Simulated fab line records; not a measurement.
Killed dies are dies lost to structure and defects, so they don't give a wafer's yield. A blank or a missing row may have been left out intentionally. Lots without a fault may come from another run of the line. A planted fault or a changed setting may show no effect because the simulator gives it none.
fab line records    flow rit-cmos
[record] lots = 5  wafers = 23
route steps=202 shown REOX@101 NLDD@110 PLDD@122 SPACER@125 NSD@139 SDANNEAL@156 PSD@157 M1@184
start-h: start of the lot's first displayed wafer, in hours after the record's first day    wait-h: time in hours since the lot's previous step    " same as the row above    L1.1+2: a row that stands for several wafers    - either no value or no given start    * or withheld: withheld    < > ~ a bound
route shown NAME@n: a module of which the file shows steps, and the number in the route of the first    usual: mean/standard deviation of fault-free wafers    same: alike in all rows    chamber/n: place in a boat    sites: readings site by site    _std_site: the standard deviation of these    _edge_site: outer sites' mean less inner sites'    radius-mm: how far each site lies from the wafer's centre    mask NAME#n: copy n    behind: the tool/chamber that last shaped the wafer    hold: reason for holding the lot/hours on hold/outcome of the hold    device: the n, p or np transistor that did not switch    end of line: the same wafers' tests at the end of the route    for a step that has no rows: nothing shown but its recipe    killed: dies lost to structure and defects at the first sort, not the wafer's yield    map: the dies of a wafer, with x for killed, . for not killed, _ for no die there
set.NAME: the setting that was run; set.NAME@STEP: the one run at that earlier step    model.NAME: the simulator's own value behind a step, which no gauge read
lots run with intentionally changed settings; tables by step, rows by wafer
[[steps]]
[step RIT_REOX_OXIDATION_03]
[recipe] temp-c = 900  ambient = O2  target-thk-a = 252  ox-time-s = 5580
lot.wafer  tool        chamber  start-h  wait-h  set.ox-time-s  model.SiO2_of_REOX_OXIDATION_03.thk-nm
L074.2     -           -        -        0.6     6340           27.78
L074.3     "           -        "        "       6340           27.74
L074.4     "           -        "        "       6340           27.27
L074.5     "           -        "        "       6340           27.6
L074.6     "           -        "        "       6340           27.37
L075.1     -           -        -        0.0     5580           25.39
L075.2     "           -        "        "       5580           25.13
L075.3     "           -        "        "       5580           25.34
L075.4     "           -        "        "       5580           24.87
L075.6     "           -        "        "       5580           25.49
L081.1     furnace-02  0        74.68    0.0     5580           25.29
L081.2     "           0        "        "       5580           25.54
L081.6     "           0        "        "       5580           25.28
L082.1     -           -        -        0.0     5109           23.5
L082.2     "           -        "        "       5109           23.77
L082.3     "           -        "        "       5109           23.87
L082.4     "           -        "        "       5109           23.53
L082.6     "           -        "        "       5109           23.58
L084.1     -           -        -        0.7     4808           23.02
L084.2     "           -        "        "       4808           22.89
L084.4     "           -        "        "       4808           22.67
L084.5     "           -        "        "       4808           23.36
L084.6     "           -        "        "       4808           22.79
[step RIT_REOX_THK_MEAS_04]
[recipe] reads = SiO2_of_REOX_OXIDATION_03
[usual] REOX_OXIDE_THK = 25.29/0.27
lot.wafer  tool           chamber  start-h  wait-h  set.ox-time-s@REOX_OXIDATION_03  REOX_OXIDE_THK[nm]
L074.2     film-metro-01  -        -        -       6340                             27.77
L074.3     "              -        "        "       6340                             27.76
L074.4     "              -        "        "       6340                             27.23
L074.5     "              -        "        "       6340                             27.62
L074.6     "              -        "        "       6340                             27.35
L075.1     film-metro-03  -        -        -       5580                             25.41
L075.2     "              -        "        "       5580                             25.14
L075.3     "              -        "        "       5580                             25.33
L075.4     "              -        "        "       5580                             24.91
L075.6     "              -        "        "       5580                             25.46
L081.1     film-metro-03  -        77.23    0.0     5580                             25.21
L081.2     "              -        "        "       5580                             25.50
L081.6     "              -        "        "       5580                             25.30
L082.1     film-metro-03  -        -        -       5109                             23.54
L082.2     "              -        "        "       5109                             23.76
L082.3     "              -        "        "       5109                             23.93
L082.4     "              -        "        "       5109                             23.50
L082.6     "              -        "        "       5109                             23.57
L084.1     film-metro-03  -        -        -       4808                             23.01
L084.2     "              -        "        "       4808                             22.97
L084.4     "              -        "        "       4808                             22.69
L084.5     "              -        "        "       4808                             23.38
L084.6     "              -        "        "       4808                             22.81
[step RIT_NLDD_HARDBAKE_07]
[recipe] resist = NOVOLAK  temp-c = 140  time-s = 60
lot.wafer  tool            chamber  start-h  wait-h  set.temp-c  model.NOVOLAK_of_NLDD_COAT_01.thk-nm
L074.2     litho-track-03  0        41.31    0.0     137.1       885.7
L074.3     "               0        "        "       140         882.5
L074.4     "               0        "        "       140         880
L074.5     "               0        "        "       140         882.1
L074.6     "               0        "        "       137.1       885.6
L075.1     litho-track-03  0        47.63    0.0     136.1       893.6
L075.2     "               0        "        "       136.1       893.8
L075.3     "               0        "        "       140         887.7
L075.4     "               0        "        "       140         888.6
L075.6     "               0        "        "       140         891
L081.1     litho-track-04  0        78.30    0.0     140         882.4
L081.2     "               0        "        "       140         884
L081.6     "               0        "        "       140         883.9
L082.1     litho-track-04  0        82.67    0.0     143.5       879.6
L082.2     "               0        "        "       140         882.1
L082.3     "               0        "        "       140         881.9
L082.4     "               0        "        "       143.5       880.7
L082.6     "               0        "        "       140         884.1
L084.1     litho-track-04  0        93.30    0.0     140         883.5
L084.2     "               0        "        "       136.1       892.3
L084.4     "               0        "        "       136.1       891
L084.5     "               0        "        "       136.1       892.9
L084.6     "               0        "        "       140         886.5
[step RIT_NLDD_IMPLANT_08]
[recipe] species = P  energy-kev = 20  dose-cm2 = 5e+14  tilt-deg = 7
lot.wafer       tool          chamber  start-h  wait-h  set.energy-kev  model.implant.rp-nm  model.implant.drp-nm
L074.2+5+6      implanter-04  0        41.46    0.1     20              27.2                 12.97
L074.3+4        "             0        "        "       21.12           28.22                13.4
L075.1+3+4      implanter-01  0        47.78    0.1     21.04           28.84                13.37
L075.2+6        "             0        "        "       20              27.87                12.97
L081.1+2+6      implanter-01  0        78.45    0.1     20              27.27                12.97
L082.1+2+3+4+6  implanter-04  0        82.82    0.1     20              27.77                12.97
L084.1+2+4+5+6  implanter-02  0        93.45    0.1     20              27.75                12.97
[step RIT_PLDD_IMPLANT_08]
[recipe] species = BF2  energy-kev = 20  dose-cm2 = 9e+14  tilt-deg = 7
lot.wafer       tool          chamber  start-h  wait-h  set.tilt-deg
L074.2+3+5      implanter-02  0        43.02    0.1     6.399
L074.4+6        "             0        "        "       7
L075.1+4+6      implanter-04  0        49.33    0.1     7.396
L075.2+3        "             0        "        "       7
L081.1+2+6      implanter-04  0        80.08    0.1     7
L082.1+2+3+4+6  implanter-02  0        84.25    0.1     7
L084.1+2+4+5+6  implanter-04  0        95.09    0.1     7
[step RIT_PLDD_STRIP_09]
[recipe] chemistry = O2  time-s = 180  resist = NOVOLAK  platen-temp-c = withheld  power-w = 500  pressure-mtorr = 4000  o2-flow-sccm = 4000
[step RIT_SPACER_CLEAN_00]
[recipe] chemistry = SC1  mix = 3:3:50  time-s = 600  temp-c = 75
lot.wafer  tool          chamber  start-h  wait-h  set.ox-time-s@REOX_OXIDATION_03  model.SiO2_of_REOX_OXIDATION_03.thk-nm
L074.2     wet-bench-03  3        43.38    0.0     6340                             25.64
L074.3     "             3        "        "       6340                             25.6
L074.4     "             3        "        "       6340                             25.17
L074.5     "             3        "        "       6340                             25.47
L074.6     "             3        "        "       6340                             25.27
L075.1     wet-bench-03  3        49.71    0.1     5580                             23.39
L075.2     "             3        "        "       5580                             23.15
L075.3     "             3        "        "       5580                             23.35
L075.4     "             3        "        "       5580                             22.91
L075.6     "             3        "        "       5580                             23.49
L081.1+6   wet-bench-02  1        80.46    0.1     5580                             23.34
L081.2     "             1        "        "       5580                             23.57
L082.1     wet-bench-02  3        84.63    0.1     5109                             21.67
L082.2     "             3        "        "       5109                             21.91
L082.3     "             3        "        "       5109                             22.01
L082.4     "             3        "        "       5109                             21.68
L082.6     "             3        "        "       5109                             21.74
L084.1     wet-bench-02  1        95.48    0.1     4808                             21.27
L084.2     "             1        "        "       4808                             21.13
L084.4     "             1        "        "       4808                             20.93
L084.5     "             1        "        "       4808                             21.59
L084.6     "             1        "        "       4808                             21.04
[step RIT_SPACER_ETCHBACK_05]
[recipe] target-depth-a = 2500  SF6_flow_sccm = 30  CHF3_flow_sccm = 30  target = Si3N4  chemistry = SF6/CHF3  pressure-mtorr = 40  rf-w = 250  time-s = 240  stop-on = SiO2
lot.wafer  tool         chamber  start-h  wait-h  set.time-s  model.poly-Si_of_GATE_CVD_08.thk-nm
L074.2     rie-diel-02  0        45.73    0.0     225.7       173.9
L074.3     "            1        "        "       240         170
L074.4     "            3        "        "       240         171.1
L074.5     "            3        "        "       225.7       172.5
L074.6     "            0        "        "       240         168.8
L075.1     rie-diel-01  2        52.07    0.1     263.3       162.3
L075.2     "            3        "        "       240         167.5
L075.3     "            1        "        "       240         166.4
L075.4     "            0        "        "       263.3       162
L075.6     "            1        "        "       240         168.3
L081.1     rie-diel-02  0        83.78    0.1     240         165.8
L081.2     "            3        "        "       240         164.3
L081.6     "            0        "        "       240         166.6
L082.1     rie-diel-01  2        86.97    0.1     227.4       170.1
L082.2     "            3        "        "       240         165.7
L082.3+6   "            1,2      "        "       227.4       169.5
L082.4     "            3        "        "       240         165.5
L084.1     rie-diel-02  3        97.84    0.1     240         170.1
L084.2     "            0        "        "       240         169.3
L084.4     "            0        "        "       240         169.2
L084.5     "            1        "        "       240         170.5
L084.6     "            3        "        "       240         168.2
[step RIT_NSD_IMPLANT_08]
[recipe] species = P  energy-kev = 25  dose-cm2 = 1e+15  tilt-deg = 7
lot.wafer       tool          chamber  start-h  wait-h  set.energy-kev  model.implant.rp-nm  model.implant.drp-nm
L074.2+3+4+5+6  implanter-03  0        46.94    0.1     25              31.83                14.84
L075.1+2+4      implanter-01  0        53.26    0.1     25              32.76                14.84
L075.3+6        "             0        "        "       26.17           33.79                15.25
L081.1+2+6      implanter-01  0        84.97    0.1     25              31.95                14.84
L082.1+4+6      implanter-03  0        88.16    0.1     25              32.51                14.84
L082.2+3        "             0        "        "       25.67           33.1                 15.08
L084.1+2+4+5+6  implanter-03  0        99.15    0.1     25              32.24                14.84
[step RIT_SDANNEAL_RTA_03]
[recipe] temp-c = 1050  time-s = 5  idle-temp-c = 600  ramp-up-c-per-s = 342  ramp-down-c-per-s = 171  cool-to-c = 600  ambient = N2
lot.wafer       tool           chamber  start-h  wait-h  set.time-s
L074.2+3+4+5+6  rtp-anneal-02  0        49.10    0.0     5
L075.1+2        rtp-anneal-01  0        55.43    0.0     5.271
L075.3+4+6      "              0        "        "       5
L081.1+2+6      rtp-anneal-01  0        87.31    0.0     5
L082.1+2+6      rtp-anneal-02  0        90.46    0.0     5
L082.3+4        "              0        "        "       4.419
L084.1+2+4+5+6  rtp-anneal-02  0        101.34   0.0     5
[step RIT_SDANNEAL_RS_MEAS_04]
[recipe] thk-meas-gauge = four-point-probe
[usual] PSD_RS = 115.96/0.25
lot.wafer  tool           chamber  start-h  wait-h  set.time-s@SDANNEAL_RTA_03  PSD_RS[ohm/sq]
L074.2     film-metro-01  -        49.16    0.1     5                           115.39
L074.3     "              -        "        "       5                           115.01
L074.4     "              -        "        "       5                           115.63
L074.5     "              -        "        "       5                           115.76
L074.6     "              -        "        "       5                           114.79
L075.1     film-metro-01  -        55.49    0.0     5.271                       115.21
L075.2     "              -        "        "       5.271                       115.23
L075.3     "              -        "        "       5                           115.77
L075.4     "              -        "        "       5                           116.12
L075.6     "              -        "        "       5                           115.75
L081.1     film-metro-04  -        87.37    0.0     5                           116.02
L081.2     "              -        "        "       5                           115.84
L081.6     "              -        "        "       5                           115.92
L082.1     film-metro-02  -        90.52    0.0     5                           115.85
L082.2     "              -        "        "       5                           116.05
L082.3     "              -        "        "       4.419                       117.56
L082.4     "              -        "        "       4.419                       117.81
L082.6     "              -        "        "       5                           115.81
L084.1     film-metro-02  -        101.40   0.0     5                           115.74
L084.2     "              -        "        "       5                           116.18
L084.4     "              -        "        "       5                           116.06
L084.5     "              -        "        "       5                           115.84
L084.6     "              -        "        "       5                           115.60
[step RIT_SDANNEAL_RS_MEAS_06]
[recipe] thk-meas-gauge = four-point-probe
[usual] PLDD_RS = 178.7/0.43
lot.wafer  tool           chamber  start-h  wait-h  set.time-s@SDANNEAL_RTA_03  PLDD_RS[ohm/sq]
L074.2     film-metro-01  -        49.40    0.1     5                           178.6
L074.3     "              -        "        "       5                           178.4
L074.4     "              -        "        "       5                           178.8
L074.5     "              -        "        "       5                           178.5
L074.6     "              -        "        "       5                           178.9
L075.1     film-metro-01  -        55.73    0.1     5.271                       177.5
L075.2     "              -        "        "       5.271                       177.2
L075.3     "              -        "        "       5                           177.7
L075.4     "              -        "        "       5                           178.4
L075.6     "              -        "        "       5                           178.2
L081.1     film-metro-04  -        87.61    0.1     5                           179.0
L081.2     "              -        "        "       5                           178.6
L081.6     "              -        "        "       5                           178.7
L082.1     film-metro-02  -        90.76    0.1     5                           179.5
L082.2     "              -        "        "       5                           179.5
L082.3     "              -        "        "       4.419                       181.3
L082.4     "              -        "        "       4.419                       180.9
L082.6     "              -        "        "       5                           178.6
L084.1     film-metro-02  -        101.64   0.1     5                           179.2
L084.2     "              -        "        "       5                           178.9
L084.4     "              -        "        "       5                           179.0
L084.5     "              -        "        "       5                           178.4
L084.6     "              -        "        "       5                           178.5
[step RIT_M1_SPUTTER_00]
[recipe] material = Al  target-thk-nm = 400  power-w = 2000  chamber-pressure-pa = 0.4  gas = Ar  time-s = 500  substrate-temp-c = 25
lot.wafer  tool            chamber  start-h  wait-h  set.time-s  model.Al_of_M1_SPUTTER_00.thk-nm
L074.2     pvd-sputter-03  -        52.37    0.0     500         395.3
L074.3     "               -        "        "       500         394.5
L074.4     "               -        "        "       500         391
L074.5     "               -        "        "       500         390
L074.6     "               -        "        "       500         396.7
L075.1     pvd-sputter-02  -        58.88    0.0     500         401.2
L075.2     "               -        "        "       463.4       374.7
L075.3     "               -        "        "       463.4       371.3
L075.4     "               -        "        "       500         398.1
L075.6     "               -        "        "       500         395.8
L081.1     pvd-sputter-04  -        90.91    0.0     500         402.8
L081.2     "               -        "        "       500         402
L081.6     "               -        "        "       500         400.7
L082.1     pvd-sputter-02  -        93.74    0.0     570.9       455.4
L082.2     "               -        "        "       570.9       457.5
L082.3     "               -        "        "       570.9       456
L082.4     "               -        "        "       500         400.5
L082.6     "               -        "        "       500         400.2
L084.1     pvd-sputter-02  -        104.76   0.0     500         394.7
L084.2     "               -        "        "       480.2       379.8
L084.4     "               -        "        "       480.2       375.7
L084.5     "               -        "        "       480.2       379.2
L084.6     "               -        "        "       500         391
[step RIT_M1_RS_MEAS_01]
[recipe] thk-meas-gauge = four-point-probe  reads = Al_of_M1_SPUTTER_00
[usual] M1_AL_RS = 0.0739/0.00075
lot.wafer  tool           chamber  start-h  wait-h  set.time-s@M1_SPUTTER_00  M1_AL_RS[ohm/sq]
L074.2     film-metro-02  -        52.68    0.2     500                       0.0743
L074.3     "              -        "        "       500                       0.0744
L074.4     "              -        "        "       500                       0.0752
L074.5     "              -        "        "       500                       0.0753
L074.6     "              -        "        "       500                       0.0740
L075.1     film-metro-02  -        59.17    0.1     500                       0.0732
L075.2     "              -        "        "       463.4                     0.0785
L075.3     "              -        "        "       463.4                     0.0792
L075.4     "              -        "        "       500                       0.0738
L075.6     "              -        "        "       500                       0.0742
L081.1     film-metro-02  -        91.21    0.1     500                       0.0728
L081.2     "              -        "        "       500                       0.0732
L081.6     "              -        "        "       500                       0.0733
L082.1     film-metro-04  -        94.03    0.1     570.9                     0.0643
L082.2     "              -        "        "       570.9                     0.0642
L082.3     "              -        "        "       570.9                     0.0643
L082.4     "              -        "        "       500                       0.0735
L082.6     "              -        "        "       500                       0.0735
L084.1     film-metro-04  -        105.05   0.1     500                       0.0745
L084.2     "              -        "        "       480.2                     0.0774
L084.4     "              -        "        "       480.2                     0.0783
L084.5     "              -        "        "       480.2                     0.0775
L084.6     "              -        "        "       500                       0.0751
[step RIT_M1_THK_MEAS_02]
[recipe] thk-meas-gauge = xrf  reads = Al_of_M1_SPUTTER_00
[usual] M1_AL_THK = 398/6.1
lot.wafer  tool           chamber  start-h  wait-h  set.time-s@M1_SPUTTER_00  M1_AL_THK[nm]
L074.2     film-metro-02  -        52.79    0.1     500                       393
L074.3     "              -        "        "       500                       391
L074.4     "              -        "        "       500                       388
L074.5     "              -        "        "       500                       387
L074.6     "              -        "        "       500                       391
L075.1     film-metro-02  -        59.29    0.1     500                       400
L075.2     "              -        "        "       463.4                     371
L075.3     "              -        "        "       463.4                     369
L075.4     "              -        "        "       500                       395
L075.6     "              -        "        "       500                       391
L081.1     film-metro-02  -        91.33    0.1     500                       401
L081.2     "              -        "        "       500                       401
L081.6     "              -        "        "       500                       399
L082.1     film-metro-04  -        94.15    0.1     570.9                     461
L082.2     "              -        "        "       570.9                     467
L082.3     "              -        "        "       570.9                     459
L082.4     "              -        "        "       500                       404
L082.6     "              -        "        "       500                       404
L084.1     film-metro-04  -        105.17   0.1     500                       401
L084.2     "              -        "        "       480.2                     386
L084.4     "              -        "        "       480.2                     382
L084.5     "              -        "        "       480.2                     382
L084.6     "              -        "        "       500                       396
[step RIT_M1_DEVELOP_08]
[recipe] resist = NOVOLAK  develop-time-s = 68  dev-temp-c = 23
lot.wafer   tool            chamber  start-h  wait-h  set.dev-temp-c
L074.2+3+5  litho-track-04  0        -        -       23
L074.4+6    "               0        "        "       19.74
L075.1+2+3  litho-track-02  0        -        -       19.53
L075.4+6    "               0        "        "       23
L081.1+2+6  litho-track-04  0        -        -       23
L082.1+4    litho-track-04  0        -        -       23
L082.2+3+6  "               0        "        "       25.68
L084.1+5    litho-track-04  0        -        -       23
L084.2+4+6  "               0        "        "       21.74
[step RIT_M1_HARDBAKE_11]
[recipe] resist = NOVOLAK  temp-c = 140  time-s = 120
[step RIT_M1_METAL_ETCH_12]
[recipe] stop-on = SiO2  chemistry = Cl2/BCl3  target = Al  time-s = 165  over-etch-frac = 0.5  pressure-mtorr = 100  target-depth-a = 6000  rf-w = 250  Cl2_flow_sccm = 60  bcl3-flow-sccm = 50
[usual] oes-product-au = 0.771/0.0069
lot.wafer  tool          chamber  start-h  wait-h  set.time-s@M1_SPUTTER_00  oes-product-au
L074.2     rie-metal-01  0        54.27    0.2     500                       0.769
L074.3     "             0        "        "       500                       0.770
L074.4     "             1        "        "       500                       0.767
L074.5     "             0        "        "       500                       0.769
L074.6     "             1        "        "       500                       0.770
L075.1     rie-metal-02  1        60.77    0.2     500                       0.785
L075.2     "             0        "        "       463.4                     0.748
L075.3     "             0        "        "       463.4                     0.745
L075.4     "             1        "        "       500                       0.768
L075.6     "             0        "        "       500                       0.774
L081.1     rie-metal-02  1        92.80    0.2     500                       0.780
L081.2     "             0        "        "       500                       0.779
L081.6     "             1        "        "       500                       0.777
L082.1     rie-metal-03  0        95.81    0.2     570.9                     0.828
L082.2     "             1        "        "       570.9                     0.821
L082.3     "             1        "        "       570.9                     0.815
L082.4     "             0        "        "       500                       0.775
L082.6     "             0        "        "       500                       0.776
L084.1     rie-metal-02  1        106.64   0.2     500                       0.769
L084.2     "             0        "        "       480.2                     0.744
L084.4     "             1        "        "       480.2                     0.742
L084.5     "             1        "        "       480.2                     0.755
L084.6     "             0        "        "       500                       0.765
[[key]]
[split] step = RIT_REOX_OXIDATION_03  setting = ox-time-s  stated = 5580  by = lot
[response] step = RIT_REOX_OXIDATION_03  reading = model.SiO2_of_REOX_OXIDATION_03.thk-nm  change = +0.171  per = 1%  r = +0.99
[response] step = RIT_REOX_THK_MEAS_04  reading = REOX_OXIDE_THK  change = +0.17  per = 1%  r = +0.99
[response] step = RIT_SPACER_CLEAN_00  reading = model.SiO2_of_REOX_OXIDATION_03.thk-nm  change = +0.158  per = 1%  r = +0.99
[split] step = RIT_NLDD_HARDBAKE_07  setting = temp-c  stated = 140  by = wafer
[response] step = RIT_NLDD_HARDBAKE_07  reading = model.NOVOLAK_of_NLDD_COAT_01.thk-nm  change = -1.81  per = 1%  r = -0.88
[split] step = RIT_NLDD_IMPLANT_08  setting = energy-kev  stated = 20  by = wafer
[response] step = RIT_NLDD_IMPLANT_08  reading = model.implant.rp-nm  change = +0.184  per = 1%  r = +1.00
[response] step = RIT_NLDD_IMPLANT_08  reading = model.implant.drp-nm  change = +0.0774  per = 1%  r = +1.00
[split] step = RIT_PLDD_IMPLANT_08  setting = tilt-deg  stated = 7  by = wafer
response none clear
[split] step = RIT_SPACER_ETCHBACK_05  setting = time-s  stated = 240  by = wafer
[response] step = RIT_SPACER_ETCHBACK_05  reading = model.poly-Si_of_GATE_CVD_08.thk-nm  change = -0.585  per = 1%  r = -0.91
[split] step = RIT_NSD_IMPLANT_08  setting = energy-kev  stated = 25  by = wafer
[response] step = RIT_NSD_IMPLANT_08  reading = model.implant.rp-nm  change = +0.219  per = 1%  r = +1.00
[response] step = RIT_NSD_IMPLANT_08  reading = model.implant.drp-nm  change = +0.0888  per = 1%  r = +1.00
[split] step = RIT_SDANNEAL_RTA_03  setting = time-s  stated = 5  by = wafer
[response] step = RIT_SDANNEAL_RS_MEAS_04  reading = PSD_RS  change = -0.148  per = 1%  r = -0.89
[response] step = RIT_SDANNEAL_RS_MEAS_06  reading = PLDD_RS  change = -0.156  per = 1%  r = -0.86
[split] step = RIT_M1_SPUTTER_00  setting = time-s  stated = 500  by = wafer
[response] step = RIT_M1_SPUTTER_00  reading = model.Al_of_M1_SPUTTER_00.thk-nm  change = +3.84  per = 1%  r = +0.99
[response] step = RIT_M1_RS_MEAS_01  reading = M1_AL_RS  change = -0.000666  per = 1%  r = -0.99
[response] step = RIT_M1_THK_MEAS_02  reading = M1_AL_THK  change = +3.98  per = 1%  r = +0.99
[response] step = RIT_M1_METAL_ETCH_12  reading = oes-product-au  change = +0.0035  per = 1%  r = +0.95
[split] step = RIT_M1_DEVELOP_08  setting = dev-temp-c  stated = 23  by = wafer
response none clear
